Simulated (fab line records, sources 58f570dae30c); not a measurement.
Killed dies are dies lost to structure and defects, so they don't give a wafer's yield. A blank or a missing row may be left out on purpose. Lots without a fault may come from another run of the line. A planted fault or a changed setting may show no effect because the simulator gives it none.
Problem report in the 8D (eight disciplines) form, filled by code | flow berkeley_cmos170 | the parts of the form that need people (team, actions taken, sign-off) are left out

1. THE PROBLEM
cd_nm at UCB170_CONTACT_CD_MEAS_15 reads a mean of 684.5 nm on 6 wafers of 2 lots; wafers without a fault read 699.8 nm with a standard deviation of 1.3. That is -12 standard deviations from the usual mean.
The step: target cd 700 nm.
First seen on wafer L344.2, day 11 04:29, on cd_sem-02. The record holds 42 wafers of 14 lots with a number at this step. Rule for "out", or "out of limits": more than 4 standard deviations from the usual mean. The other wafers with a number count as sound.

2. WHAT IT IS AND WHAT IT IS NOT
question                    | is                     | is not
which readings at this step | cd_nm                  | -
which lots                  | L344, L348             | L326, L329, L330, L332, L333, L336, L337, L339, L340, L342, L343, L349
which wafers of those lots  | all that have a number | -
read on which gauges        | cd_sem-02              | cd_sem-01
when                        | from day 11 04:29      | up to then (33 sound wafers); but 3 sound wafers of L349 came after

3. SUSPECTS, AND WHAT RULES EACH OUT
Counting: a tool at a process step up to the reading stays a suspect if it ran every lot that is out and no sound lot after the first of them.
- the gauge at UCB170_CONTACT_CD_MEAS_15: ruled out. All the wafers that are out were read on cd_sem-02, but those of them that UCB170_CONTACT_PEB_13 has rows for are out there too, on other tools.
- litho_track-01 at UCB170_CONTACT_PEB_13: kept. It ran every lot that is out, first L344 (day 11 04:00), and no sound lot after that; its last sound lot up to then is L339 (day 10 19:46). Its own readings are out on those wafers: heater_power_total_W, plate_temp_C.
Left after counting: litho_track-01 at UCB170_CONTACT_PEB_13.

4. THE CAUSE (what the simulator had put in)
Process parameter drift: litho_track-01, from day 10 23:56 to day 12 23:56, at UCB170_CONTACT_PEB_13. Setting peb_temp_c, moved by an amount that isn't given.
Counting left only this tool.

5. THE CHAIN OF EFFECTS, in route order
Each row: a reading whose mean over the struck wafers that have a number lies more than 3 standard deviations from the usual. Only readings for which the record gives a usual standard deviation are gone through. hours: the time from each lot's start at the first step in this table that gives one to its start at this step, as a median over the lots. sigmas: the change in usual standard deviations.
hours | step                      | reading              | usual    | on struck wafers | change | sigmas
0     | UCB170_CONTACT_PEB_13     | heater_power_total_W | 56.79 W  | 55.44            | -1.35  | -30
0     | UCB170_CONTACT_PEB_13     | plate_temp_C         | 130.01 C | 127.68           | -2.33  | -18
0     | UCB170_CONTACT_CD_MEAS_15 | cd_nm                | 699.8 nm | 684.5            | -15.2  | -12
The process steps in it:
- UCB170_CONTACT_PEB_13

6. WHAT WOULD HAVE CAUGHT IT SOONER
In this record the first reading out of limits at a measuring or inspecting step was taken at day 11 04:29, 5 hours after the fault began at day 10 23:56.
The tool's own readings at UCB170_CONTACT_PEB_13 were out on every struck wafer that the step has a row for (heater_power_total_W, plate_temp_C): an alarm limit on them would have fired on the first of those.
Of the lots that are out (2), L348 began UCB170_CONTACT_PEB_13 on litho_track-01 after day 11 04:29. A hold on the tool at that time would have spared it.
